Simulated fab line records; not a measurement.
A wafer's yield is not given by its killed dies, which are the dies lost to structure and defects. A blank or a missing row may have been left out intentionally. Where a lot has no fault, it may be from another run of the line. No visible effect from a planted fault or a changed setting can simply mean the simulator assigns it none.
fab line records	flow ritCmos
record lots=7	wafers=21	lastDay=6
route steps=202 shown PRETRO@67 GATE@75 FOX2@80 REOX@98 NLDD@103 M1@202
lots that met no fault: taken from a fault-free run of the same line
startH: hours from the record's opening day to when the first of the lot's shown wafers began	waitH: hours elapsed since this lot's preceding step	" the same as in the row above	L1.1+2: a single row standing in for several wafers	- no value, or no start given	* or withheld: withheld	< > ~ a bound
route shown NAME@n: NAME is a module with steps in the file, n the number in the route of the first one	usual: mean/standard deviation taken from wafers without a fault	same: alike in all rows	chamber/n: place in a boat	sites: per-site readings	_std_site: their standard deviation	_edge_site: outer sites' mean less inner sites'	radiusMm: for every site, how far away it sits from the centre of the wafer	mask NAME#n: copy n	behind: tool/chamber where the wafer was last shaped	hold: why the lot was held/for how many hours/how that ended	device: the transistor (n, p or np) that didn't switch	end of line: at the end of the route, the tests of the same wafers	a step with no rows: only its recipe	killed: dies that structure and defects cost at the first sort, which is not the same as the wafer's yield	map: dies across one wafer; x = killed, . = not, _ = none there
set.NAME: the setting that was run; set.NAME@STEP: the one run at that earlier step	model.NAME: the simulator's own value behind a step, which no gauge read
a table for each step, a row for each wafer; lots at some steps of the route
services: when a tool's chamber went out of use (startH, in hours from the record's first day, below 0 if earlier), for how many hours, and the reason
## steps
# step RIT_PRETRO_EXPOSE_03
# recipe maskId=M5	na=0.57	targetCdNm=43700	doseMj=250
# step RIT_PRETRO_PEB_04
# recipe resist=NOVOLAK	tempC=withheld	timeS=withheld
# step RIT_PRETRO_DEVELOP_05
# recipe resist=NOVOLAK	developTimeS=68	devTempC=23
# step RIT_PRETRO_OVL_MEAS_06
# usual PRETRO_OVL=-0.2/1.3
lot.wafer	tool	chamber	startH	waitH	PRETRO_OVL[nm]
L261.2	overlay-02	-	30.78	-	-0.3
L261.5	"	-	"	"	-1.5
L261.6	"	-	"	"	2.1
L262.1	overlay-01	-	37.80	-	1.5
L262.3	"	-	"	"	1.2
L262.6	"	-	"	"	0.7
L266.1	overlay-02	-	57.56	-	-1.4
L266.4	"	-	"	"	-1.9
L266.6	"	-	"	"	-1.0
L271.1	overlay-01	-	83.41	-	-1.4
L271.5	"	-	"	"	-1.2
L271.6	"	-	"	"	-2.0
L272.1	overlay-02	-	89.04	-	-0.2
L272.3	"	-	"	"	0.0
L272.4	"	-	"	"	-0.6
L273.1	overlay-02	-	93.44	-	-2.0
L273.2	"	-	"	"	-1.0
L273.4	"	-	"	"	-1.9
L280.3	overlay-02	-	126.52	-	-1.4
L280.5	"	-	"	"	-2.9
L280.6	"	-	"	"	-3.4
# step RIT_PRETRO_HARDBAKE_07
# recipe resist=NOVOLAK	tempC=140	timeS=120
# step RIT_PRETRO_IMPLANT_08
# recipe species=B	energyKev=45	doseCm2=1.174e+13	tiltDeg=7
# step RIT_PRETRO_STRIP_09
# recipe chemistry=O2	timeS=180	resist=NOVOLAK	platenTempC=withheld	powerW=500	pressureMtorr=4000	o2FlowSccm=4000
# usual chamberPressureMTorr=4000/4	drypumpMotorCurrentA=5.9/0.37
lot.wafer	tool	chamber	startH	waitH	chamberPressureMTorr	drypumpMotorCurrentA	rfHoursCounterH
L261.2	plasmaAsher-04	1	31.21	0.1	3999	6.4	38
L261.5	"	0	"	"	3994	5.6	-
L261.6	"	1	"	"	3995	6.4	-
L262.1	plasmaAsher-01	1	38.23	0.1	4002	6.4	37
L262.3	"	1	"	"	4002	6.4	-
L262.6	"	0	"	"	4000	5.8	-
L266.1	plasmaAsher-02	1	57.99	0.1	4006	5.5	28
L266.4	"	0	"	"	4003	5.6	-
L266.6	"	1	"	"	4002	5.5	-
L271.1	plasmaAsher-04	0	83.84	0.1	3995	5.6	44
L271.5	"	0	"	"	4007	5.6	-
L271.6	"	1	"	"	3994	6.4	-
L272.1	plasmaAsher-04	1	89.48	0.1	3997	6.3	44
L272.3	"	0	"	"	4002	5.6	-
L272.4	"	1	"	"	4003	6.4	-
L273.1	plasmaAsher-01	1	93.88	0.1	3998	6.4	42
L273.2	"	0	"	"	4001	5.8	42
L273.4	"	1	"	"	4005	6.4	-
L280.3	plasmaAsher-01	1	127.11	0.1	4003	6.4	-
L280.5	"	1	"	"	3998	6.4	-
L280.6	"	0	"	"	4007	5.8	-
# step RIT_PRETRO_TW_MEAS_10
# usual PRETRO_TW=476/5.5
lot.wafer	tool	chamber	startH	waitH	PRETRO_TW
L261.2	filmMetro-02	-	31.41	0.1	480
L261.5	"	-	"	"	483
L261.6	"	-	"	"	482
L262.1	filmMetro-03	-	38.41	0.1	477
L262.3	"	-	"	"	477
L262.6	"	-	"	"	476
L266.1	filmMetro-03	-	58.17	0.1	472
L266.4	"	-	"	"	472
L266.6	"	-	"	"	475
L271.1	filmMetro-02	-	84.02	0.1	480
L271.5	"	-	"	"	482
L271.6	"	-	"	"	484
L272.1	filmMetro-01	-	89.65	0.1	467
L272.3	"	-	"	"	469
L272.4	"	-	"	"	471
L273.1	filmMetro-02	-	94.05	0.1	481
L273.2	"	-	"	"	482
L273.4	"	-	"	"	481
L280.3	filmMetro-01	-	127.25	0.1	470
L280.5	"	-	"	"	468
L280.6	"	-	"	"	469
# step RIT_GATE_WET_ETCH_00
# recipe chemistry=BOE	target=SiO2	targetDepthNm=56	timeS=60	dry=n2Spin	dilution=10:1	tempC=21.5
# step RIT_GATE_CLEAN_01
# recipe chemistry=SC1	mix=3:3:50	timeS=600	tempC=75
# step RIT_GATE_CLEAN_02
# recipe chemistry=dHF	dilution=50:1	timeS=30
# step RIT_GATE_CLEAN_03
# recipe chemistry=SC2	mix=3:3:50	timeS=600	tempC=75	dry=n2Spin
# step RIT_GATE_CLEAN_04
# recipe chemistry=dHF	dilution=50:1	timeS=60	dry=n2Spin
lot.wafer	tool	chamber	startH	waitH
L261.2+5+6	wetBench-02	0	32.16	0.0
L262.1+3+6	wetBench-01	3	38.92	0.0
L266.1+4+6	wetBench-04	0	58.65	0.0
L271.1+5+6	wetBench-02	1	84.49	0.0
L272.1+3+4	wetBench-02	3	90.11	0.0
L273.1+2+4	wetBench-02	3	94.68	0.0
L280.3+5+6	wetBench-04	3	127.68	0.0
# step RIT_FOX2_THK_MEAS_91
# recipe reads=SiO2_of_FOX2_OXIDATION_00
# usual FIELD_OXIDE_LEFT_2_THK=257/5.8
lot.wafer	tool	chamber	startH	waitH	FIELD_OXIDE_LEFT_2_THK[nm]
L261.2	filmMetro-03	-	32.20	0.0	252
L261.5	"	-	"	"	258
L261.6	"	-	"	"	249
L262.1	filmMetro-02	-	38.94	0.0	271
L262.3	"	-	"	"	262
L262.6	"	-	"	"	266
L266.1	filmMetro-03	-	58.68	0.0	261
L266.4	"	-	"	"	257
L266.6	"	-	"	"	256
L271.1	filmMetro-04	-	84.51	0.0	258
L271.5	"	-	"	"	261
L271.6	"	-	"	"	264
L272.1	filmMetro-03	-	90.13	0.0	247
L272.3	"	-	"	"	253
L272.4	"	-	"	"	251
L273.1	filmMetro-02	-	94.71	0.0	254
L273.2	"	-	"	"	256
L273.4	"	-	"	"	252
L280.3	filmMetro-04	-	127.73	0.0	250
L280.5	"	-	"	"	257
L280.6	"	-	"	"	255
# step RIT_GATE_OXIDATION_05
# recipe tempC=900	ambient=O2	targetThkA=30	oxTimeS=270
# step RIT_GATE_ANNEAL_06
# recipe tempC=900	timeS=600	ambient=N2O
# step RIT_GATE_THK_MEAS_07
# recipe reads=SiO2_of_GATE_OXIDATION_05
# usual GATE_OXIDE_THK=3.03/0.071
lot.wafer	tool	chamber	startH	waitH	GATE_OXIDE_THK[nm]
L261.2	filmMetro-03	-	35.20	0.0	3.05
L261.5	"	-	"	"	3.07
L261.6	"	-	"	"	3.01
L262.1	filmMetro-02	-	41.67	0.0	3.10
L262.3	"	-	"	"	3.02
L262.6	"	-	"	"	3.02
L266.1	filmMetro-02	-	60.13	0.0	3.07
L266.4	"	-	"	"	3.09
L266.6	"	-	"	"	3.07
L271.1	filmMetro-04	-	86.62	0.0	2.95
L271.5	"	-	"	"	2.98
L271.6	"	-	"	"	3.00
L272.1	filmMetro-03	-	92.30	0.0	2.84
L272.3	"	-	"	"	2.91
L272.4	"	-	"	"	2.98
L273.1	filmMetro-03	-	98.38	0.0	2.93
L273.2	"	-	"	"	2.99
L273.4	"	-	"	"	3.00
L280.3	filmMetro-03	-	129.11	0.0	3.02
L280.5	"	-	"	"	2.96
L280.6	"	-	"	"	2.99
# step RIT_GATE_CVD_08
# recipe material=poly-Si	targetThkNm=250	tempC=610	precursor=SiH4	timeS=2220	pressureMtorr=300	sih4FlowSccm=100
# step RIT_GATE_THK_MEAS_09
# recipe reads=poly-Si_of_GATE_CVD_08
# usual GATE_POLY_THK=249.2/1.9
lot.wafer	tool	chamber	startH	waitH	GATE_POLY_THK[nm]
L261.2	filmMetro-02	-	36.88	0.0	250.5
L261.5	"	-	"	"	246.9
L261.6	"	-	"	"	249.3
L262.1	filmMetro-04	-	43.34	0.0	248.8
L262.3	"	-	"	"	246.5
L262.6	"	-	"	"	247.9
L266.1	filmMetro-03	-	61.80	0.0	252.5
L266.4	"	-	"	"	249.2
L266.6	"	-	"	"	249.5
L271.1	filmMetro-04	-	88.30	0.0	246.7
L271.5	"	-	"	"	250.9
L271.6	"	-	"	"	250.6
L272.1	filmMetro-03	-	93.98	0.0	253.7
L272.3	"	-	"	"	255.1
L272.4	"	-	"	"	252.5
L273.1	filmMetro-04	-	100.05	0.0	250.8
L273.2	"	-	"	"	251.3
L273.4	"	-	"	"	251.1
L280.3	filmMetro-03	-	130.79	0.0	248.6
L280.5	"	-	"	"	249.2
L280.6	"	-	"	"	250.0
# step RIT_GATE_HMDS_10
# recipe primeTimeS=60	primeTempC=140
# step RIT_GATE_COAT_11
# recipe resist=NOVOLAK	spinRpm=4250	resistThkNm=841
# step RIT_GATE_SOFTBAKE_12
# recipe resist=NOVOLAK	tempC=90	timeS=60
# step RIT_GATE_EXPOSE_13
# recipe maskId=M6	na=0.6	sourceShape=conventional	sigmaOuter=0.6	targetCdNm=150	doseMj=380
# step RIT_GATE_PEB_14
# recipe resist=NOVOLAK	tempC=withheld	timeS=withheld
# step RIT_GATE_DEVELOP_15
# recipe resist=NOVOLAK	developTimeS=50	devTempC=23
# step RIT_GATE_CD_MEAS_16
# recipe targetCdNm=150
# usual cdNm=150.1/2.4
lot.wafer	tool	chamber	startH	waitH	cdNm
L261.2	cdSem-02	-	37.92	-	150.5
L261.5	"	-	"	"	149.1
L261.6	"	-	"	"	149.0
L262.1	cdSem-01	-	44.56	-	152.2
L262.3	"	-	"	"	151.4
L262.6	"	-	"	"	150.5
L266.1	cdSem-01	-	62.84	-	151.0
L266.4	"	-	"	"	149.2
L266.6	"	-	"	"	150.3
L271.1	cdSem-02	-	89.33	-	153.4
L271.5	"	-	"	"	151.1
L271.6	"	-	"	"	152.5
L272.1	cdSem-01	-	95.01	-	150.1
L272.3	"	-	"	"	152.4
L272.4	"	-	"	"	150.5
L273.1	cdSem-01	-	100.96	-	145.2
L273.2	"	-	"	"	145.1
L273.4	"	-	"	"	145.8
L280.3	cdSem-02	-	132.11	-	148.4
L280.5	"	-	"	"	148.0
L280.6	"	-	"	"	148.5
# step RIT_GATE_OVL_MEAS_17
# usual GATE_OVL=0.1/1.2
lot.wafer	tool	chamber	startH	waitH	GATE_OVL[nm]
L261.2	overlay-02	-	38.03	0.1	0.9
L261.5	"	-	"	"	0.3
L261.6	"	-	"	"	0.8
L262.1	overlay-01	-	44.68	0.1	-0.5
L262.3	"	-	"	"	1.1
L262.6	"	-	"	"	0.4
L266.1	overlay-02	-	62.96	0.1	-0.8
L266.4	"	-	"	"	-0.4
L266.6	"	-	"	"	-0.9
L271.1	overlay-02	-	89.45	0.1	-0.8
L271.5	"	-	"	"	0.1
L271.6	"	-	"	"	0.1
L272.1	overlay-02	-	95.13	0.1	0.1
L272.3	"	-	"	"	0.7
L272.4	"	-	"	"	1.7
L273.1	overlay-02	-	101.08	0.1	-1.2
L273.2	"	-	"	"	-0.6
L273.4	"	-	"	"	-1.2
L280.3	overlay-01	-	132.21	0.1	2.9
L280.5	"	-	"	"	0.4
L280.6	"	-	"	"	0.9
# step RIT_GATE_HARDBAKE_18
# recipe resist=NOVOLAK	tempC=140	timeS=60
# step RIT_GATE_ETCH_19
# recipe chemistry=SF6/CHF3/O2	timeS=165	SF6_flow_sccm=30	CHF3_flow_sccm=30	O2_flow_sccm=5	target=poly-Si	pressureMtorr=40	rfW=160	targetDepthA=3125	overEtchFrac=0.25	stopOn=SiO2
# usual chamberPressureMTorr=40.01/0.033	drypumpMotorCurrentA=5.67/0.26	oesProductAu=0.849/0.015	throttleValvePct=10.27/0.23
lot.wafer	tool	chamber	startH	waitH	chamberPressureMTorr	drypumpMotorCurrentA	oesProductAu	rfHoursCounterH	throttleValvePct
L261.2	rieSi-02	0	38.21	0.1	39.96	5.52	0.863	77	10.54
L261.5	"	3	"	"	40.01	5.50	0.846	-	10.56
L261.6	"	0	"	"	39.91	5.51	0.861	-	10.54
L262.1	rieSi-01	2	44.86	0.1	40.01	5.44	0.860	137	9.98
L262.3	"	0	"	"	39.96	5.79	0.837	2	10.13
L262.6	"	3	"	"	39.99	5.58	0.853	-	10.27
L266.1	rieSi-01	2	63.14	0.1	39.98	5.44	0.870	137	10.00
L266.4	"	1	"	"	40.03	6.09	0.858	126	10.53
L266.6	"	2	"	"	39.99	5.44	0.867	-	9.97
L271.1	rieSi-02	3	89.64	0.1	40.05	5.52	0.841	45	10.56
L271.5	"	0	"	"	40.02	5.50	0.859	-	10.54
L271.6	"	1	"	"	40.03	6.02	0.828	-	10.01
L272.1	rieSi-01	3	95.32	0.1	39.97	5.58	0.872	79	10.29
L272.3	"	1	"	"	40.02	6.14	0.866	127	10.55
L272.4	"	0	"	"	39.96	5.81	0.852	3	10.14
L273.1	rieSi-02	0	101.32	0.1	39.96	5.50	0.867	78	10.53
L273.2	"	2	"	"	40.01	5.32	0.845	0	10.07
L273.4	"	3	"	"	40.01	5.52	0.859	45	10.57
L280.3	rieSi-01	0	132.38	0.1	40.05	5.81	0.844	3	10.13
L280.5	"	1	"	"	40.02	6.14	0.849	-	10.55
L280.6	"	2	"	"	39.95	5.42	0.863	-	9.98
# step RIT_GATE_STRIP_20
# recipe chemistry=O2	timeS=180	resist=NOVOLAK	platenTempC=withheld	powerW=500	pressureMtorr=4000	o2FlowSccm=4000
# usual chamberPressureMTorr=4000/3.8	drypumpMotorCurrentA=5.9/0.35
lot.wafer	tool	chamber	startH	waitH	chamberPressureMTorr	drypumpMotorCurrentA	rfHoursCounterH
L261.2	plasmaAsher-03	0	38.32	0.1	3995	6.4	41
L261.5	"	0	"	"	3994	6.4	-
L261.6	"	1	"	"	4000	5.7	-
L262.1	plasmaAsher-03	1	44.97	0.1	3999	5.7	42
L262.3	"	1	"	"	3997	5.7	-
L262.6	"	1	"	"	4005	5.7	-
L266.1	plasmaAsher-02	1	63.25	0.1	3994	5.5	29
L266.4	"	1	"	"	4003	5.5	-
L266.6	"	1	"	"	4000	5.5	-
L271.1	plasmaAsher-02	1	89.75	0.1	4002	5.5	32
L271.5	"	0	"	"	4008	5.6	-
L271.6	"	1	"	"	3995	5.5	-
L272.1	plasmaAsher-01	1	95.43	0.1	3998	6.4	43
L272.3	"	1	"	"	3994	6.4	-
L272.4	"	0	"	"	4002	5.8	-
L273.1	plasmaAsher-02	1	101.43	0.1	4007	5.5	33
L273.2	"	0	"	"	4002	5.6	33
L273.4	"	1	"	"	3997	5.5	-
L280.3	plasmaAsher-01	1	132.55	0.1	3996	6.4	-
L280.5	"	1	"	"	3994	6.4	-
L280.6	"	0	"	"	3999	5.8	-
# step RIT_GATE_CD_MEAS_90
# recipe targetCdNm=150
# usual cdNm=150.2/2.4
lot.wafer	tool	chamber	startH	waitH	cdNm
L261.2	cdSem-01	-	38.51	0.1	150.1
L261.5	"	-	"	"	149.5
L261.6	"	-	"	"	149.3
L262.1	cdSem-01	-	45.15	0.1	152.1
L262.3	"	-	"	"	151.8
L262.6	"	-	"	"	150.3
L266.1	cdSem-01	-	63.43	0.1	151.0
L266.4	"	-	"	"	149.8
L266.6	"	-	"	"	150.2
L271.1	cdSem-01	-	89.92	0.1	153.3
L271.5	"	-	"	"	151.4
L271.6	"	-	"	"	151.7
L272.1	cdSem-02	-	95.60	0.1	150.0
L272.3	"	-	"	"	152.5
L272.4	"	-	"	"	151.0
L273.1	cdSem-01	-	101.60	0.1	145.7
L273.2	"	-	"	"	145.3
L273.4	"	-	"	"	145.8
L280.3	cdSem-02	-	132.70	0.1	148.5
L280.5	"	-	"	"	148.6
L280.6	"	-	"	"	148.8
# step RIT_REOX_CLEAN_00
# recipe chemistry=SC1	mix=3:3:50	timeS=610	tempC=75
# step RIT_REOX_CLEAN_01
# recipe chemistry=dHF	dilution=50:1	timeS=30
# step RIT_REOX_CLEAN_02
# recipe chemistry=SC2	mix=3:3:50	timeS=600	tempC=75	dry=n2Spin
# step RIT_REOX_OXIDATION_03
# recipe tempC=900	ambient=O2	targetThkA=252	oxTimeS=5580
# step RIT_REOX_THK_MEAS_04
# recipe reads=SiO2_of_REOX_OXIDATION_03
# usual REOX_OXIDE_THK=25.3/0.44
lot.wafer	tool	chamber	startH	waitH	REOX_OXIDE_THK[nm]
L261.2	filmMetro-02	-	42.64	0.0	25.4
L261.5	"	-	"	"	25.2
L261.6	"	-	"	"	25.4
L262.1	filmMetro-02	-	48.66	0.0	25.0
L262.3	"	-	"	"	24.7
L262.6	"	-	"	"	24.6
L266.1	filmMetro-02	-	67.00	0.0	25.0
L266.4	"	-	"	"	25.3
L266.6	"	-	"	"	25.3
L271.1	filmMetro-02	-	93.20	0.0	24.9
L271.5	"	-	"	"	25.3
L271.6	"	-	"	"	25.0
L272.1	filmMetro-04	-	100.21	0.0	25.1
L272.3	"	-	"	"	25.0
L272.4	"	-	"	"	25.4
L273.1	filmMetro-01	-	104.81	0.0	25.8
L273.2	"	-	"	"	25.5
L273.4	"	-	"	"	25.4
L280.3	filmMetro-02	-	136.50	0.0	25.1
L280.5	"	-	"	"	25.1
L280.6	"	-	"	"	25.3
# step RIT_NLDD_HMDS_00
# recipe primeTimeS=60	primeTempC=140
# step RIT_NLDD_COAT_01
# recipe resist=NOVOLAK	spinRpm=3250	resistThkNm=1000
# step RIT_NLDD_SOFTBAKE_02
# recipe resist=NOVOLAK	tempC=90	timeS=60
# step RIT_NLDD_EXPOSE_03
# recipe maskId=M7	na=0.57	targetCdNm=40700	doseMj=250
# step RIT_NLDD_PEB_04
# recipe resist=NOVOLAK	tempC=withheld	timeS=withheld
# step RIT_NLDD_DEVELOP_05
# recipe resist=NOVOLAK	developTimeS=50	devTempC=23
# step RIT_M1_PROBE_99
# usual killed_at_M0_to_M3=0.0/0.12	killedAtContacts=0.1/0.25	killedAtFrontEnd=6.3/2.9	killedDies=6.4/2.8	killedOpen=3.3/2	killedShort=3.1/2
# same grossDies=264	killed_at_M4_up=0	killedAtBackSide=0	killedAtOther=0
lot.wafer	tool	chamber	startH	waitH	killed_at_M0_to_M3	killedAtContacts	killedAtFrontEnd	killedDies	killedOpen	killedShort	model.etest.diodeNwellSub.leakLog10ACm2	model.etest.nmos_0p3.short	model.etest.ring.overLimit	model.etest.pmos_0p15.overLimit	model.etest.antennaPoly.overLimit	model.etest.ring.noRing	model.etest.antennaContact.overLimit	model.etest.pmosNarrow.short
L261.2	prober-01	-	59.31	0.1	0	0	5	5	0	5	-7.619	0	0	0	0	0	0	0
L261.5	prober-01	-	59.46	0.2	0	0	4	4	2	2	-7.833	0	0	0	0	0	0	0
L261.6	prober-01	-	59.51	0.2	0	0	10	10	5	5	-7.519	0	0	0	0	0	0	0
L262.1	prober-01	-	65.16	0.1	1	0	5	6	2	4	-7.566	0	0	0	0	0	0	0
L262.3	prober-01	-	65.26	0.2	0	0	8	8	5	3	-7.592	0	0	0	0	0	0	0
L262.6	prober-01	-	65.41	0.2	0	0	11	11	5	6	-7.445	0	0	0	0	0	0	0
L266.1	prober-02	-	83.56	0.1	0	0	8	8	2	6	-7.503	0	0	0	0	0	0	0
L266.4	prober-02	-	83.71	0.2	0	0	4	4	3	1	-7.382	0	0	0	0	0	0	0
L266.6	prober-02	-	83.81	0.2	0	0	9	9	2	7	-7.933	0	0	0	0	0	0	0
L271.1	prober-02	-	109.89	0.1	0	0	8	8	6	2	-5.632	1	1	1	1	1	1	1
L271.5	prober-02	-	110.09	0.2	0	0	3	3	3	0	-5.574	1	1	1	1	1	1	1
L271.6	prober-02	-	110.14	0.2	0	1	5	6	3	3	-5.748	1	1	1	1	1	1	1
L272.1	prober-01	-	116.54	0.1	0	0	8	8	3	5	-5.331	1	1	1	1	1	1	1
L272.3	prober-01	-	116.64	0.2	0	0	6	6	3	3	-5.252	1	1	1	1	1	1	1
L272.4	prober-01	-	116.69	0.2	0	0	6	6	3	3	-5.681	1	1	1	1	1	1	1
L273.1	prober-02	-	122.94	0.1	0	0	5	5	2	3	-5.623	1	1	1	1	1	1	1
L273.2	prober-02	-	122.99	0.1	0	0	8	8	4	4	-5.545	1	1	1	1	1	1	1
L273.4	prober-02	-	123.09	0.2	0	0	6	6	3	3	-5.765	1	1	1	1	1	1	1
L280.3	prober-01	-	153.21	0.2	0	0	5	5	2	3	-7.451	0	0	0	0	0	0	0
L280.5	prober-01	-	153.31	0.2	0	1	4	5	0	5	-7.564	0	0	0	0	0	0	0
L280.6	prober-01	-	153.36	0.2	0	0	2	2	1	1	-7.58	0	0	0	0	0	0	0
# killed by level:class
L261.2 REOX:geometricParticle:short=3 GATE:geometricParticle:short=1 SPACER:geometricParticle:short=1
L261.5 GATE:geometricParticle:short=2 FOX1:geometricParticle:open=1 FOX2:geometricParticle:open=1
L261.6 GATE:geometricParticle:open=3 FOX2:geometricParticle:short=2 SPACER:geometricParticle:open=2 FOX1:geometricParticle:short=1 GATE:geometricParticle:short=1 SILICIDE:geometricParticle:short=1
L262.1 FOX1:geometricParticle:open=1 GATE:geometricParticle:short=1 GATE:geometricParticle:open=1 REOX:geometricParticle:short=1 SPACER:geometricParticle:short=1 M1:geometricParticle:short=1
L262.3 GATE:geometricParticle:open=3 GATE:geometricParticle:short=2 REOX:geometricParticle:open=1 REOX:geometricParticle:short=1 SILICIDE:geometricParticle:open=1
L262.6 GATE:geometricParticle:open=4 FOX1:geometricParticle:short=2 SPACER:geometricParticle:short=2 GATE:geometricParticle:short=1 REOX:geometricParticle:open=1 REOX:geometricParticle:short=1
L266.1 GATE:geometricParticle:short=2 FOX1:geometricParticle:short=1 GATE:geometricParticle:open=1 REOX:geometricParticle:open=1 REOX:geometricParticle:short=1 SPACER:geometricParticle:short=1 SILICIDE:geometricParticle:short=1
L266.4 GATE:geometricParticle:open=3 SPACER:geometricParticle:short=1
L266.6 REOX:geometricParticle:short=2 FOX1:geometricParticle:short=1 FOX2:geometricParticle:short=1 GATE:geometricParticle:short=1 REOX:geometricParticle:open=1 SPACER:geometricParticle:short=1 SILICIDE:geometricParticle:open=1 SILICIDE:geometricParticle:short=1
L271.1 GATE:geometricParticle:open=2 SPACER:geometricParticle:open=2 FOX1:geometricParticle:open=1 FOX2:geometricParticle:open=1 GATE:geometricParticle:short=1 SPACER:geometricParticle:short=1
L271.5 GATE:geometricParticle:open=3
L271.6 FOX1:geometricParticle:short=1 GATE:geometricParticle:short=1 GATE:geometricParticle:open=1 SPACER:geometricParticle:open=1 SPACER:geometricParticle:short=1 CONTACT:geometricParticle:open=1
L272.1 FOX1:geometricParticle:short=2 FOX2:geometricParticle:short=1 GATE:geometricParticle:open=1 GATE:geometricParticle:short=1 REOX:geometricParticle:open=1 SPACER:geometricParticle:short=1 SPACER:geometricParticle:open=1
L272.3 FOX2:geometricParticle:open=2 GATE:geometricParticle:short=2 FOX2:geometricParticle:short=1 GATE:geometricParticle:open=1
L272.4 SPACER:geometricParticle:open=2 FOX1:geometricParticle:short=1 FOX2:geometricParticle:short=1 GATE:geometricParticle:short=1 GATE:geometricParticle:open=1
L273.1 FOX1:geometricParticle:open=1 FOX1:geometricParticle:short=1 GATE:geometricParticle:open=1 REOX:geometricParticle:short=1 SILICIDE:geometricParticle:short=1
L273.2 REOX:geometricParticle:short=3 FOX1:geometricParticle:open=2 FOX2:geometricParticle:open=1 GATE:geometricParticle:short=1 SILICIDE:geometricParticle:open=1
L273.4 FOX1:geometricParticle:short=2 GATE:geometricParticle:open=2 FOX1:geometricParticle:open=1 GATE:geometricParticle:short=1
L280.3 SILICIDE:geometricParticle:short=3 FOX2:geometricParticle:open=1 SILICIDE:geometricParticle:open=1
L280.5 SILICIDE:geometricParticle:short=2 GATE:geometricParticle:short=1 SPACER:geometricParticle:short=1 CONTACT:geometricParticle:short=1
L280.6 GATE:geometricParticle:open=1 SILICIDE:geometricParticle:short=1
## services
tool	chamber	startH	hours	kind
plasmaAsher-03	-	12.73	2.0	repair
plasmaAsher-04	-	21.20	1.4	repair
rieSi-02	-	27.94	2.8	pm
plasmaAsher-03	-	32.03	0.3	repair
rieSi-02	-	49.94	15.6	pm
plasmaAsher-03	-	59.40	2.3	repair
rieSi-02	2	69.10	-	clean
rieSi-02	2	69.10	16.5	scheduledDown
rieSi-02	2	69.10	16.5	ventCycle
rieSi-02	1	72.02	9.0	repair
plasmaAsher-04	-	108.75	9.0	pm
plasmaAsher-04	0	108.75	9.0	ventCycle
plasmaAsher-04	1	108.75	9.0	ventCycle
plasmaAsher-04	0	117.75	-	clean
plasmaAsher-04	1	117.75	-	clean
## key
firstSign none at tools or gauges
modelEffect step=RIT_M1_PROBE_99	value=etest.diodeNwellSub.leakLog10ACm2	without=-7.587	struck=-5.572
metAt RIT_GATE_CLEAN_04
struckWafers L271.1,L271.5,L271.6,L272.1,L272.3,L272.4,L273.1,L273.2,L273.4
testerLeftOut L271,L272,L273
onsetBetween 32.16 84.49
fault kind=metallicContaminationSource	tool=wetBench-02	chamber=-	onsetH=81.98	steps=RIT_GATE_CLEAN_04	rateCm2PerVisit=1e+13	species=metalFeCm2
# testerLeftOut: of these lots the tester's yield and bins aren't shown, on N5 and GAA mostly nor the transistor test; their killed dies are dies lost to structure and defects alone, not to doping, threshold or leakage, so they don't give the yield
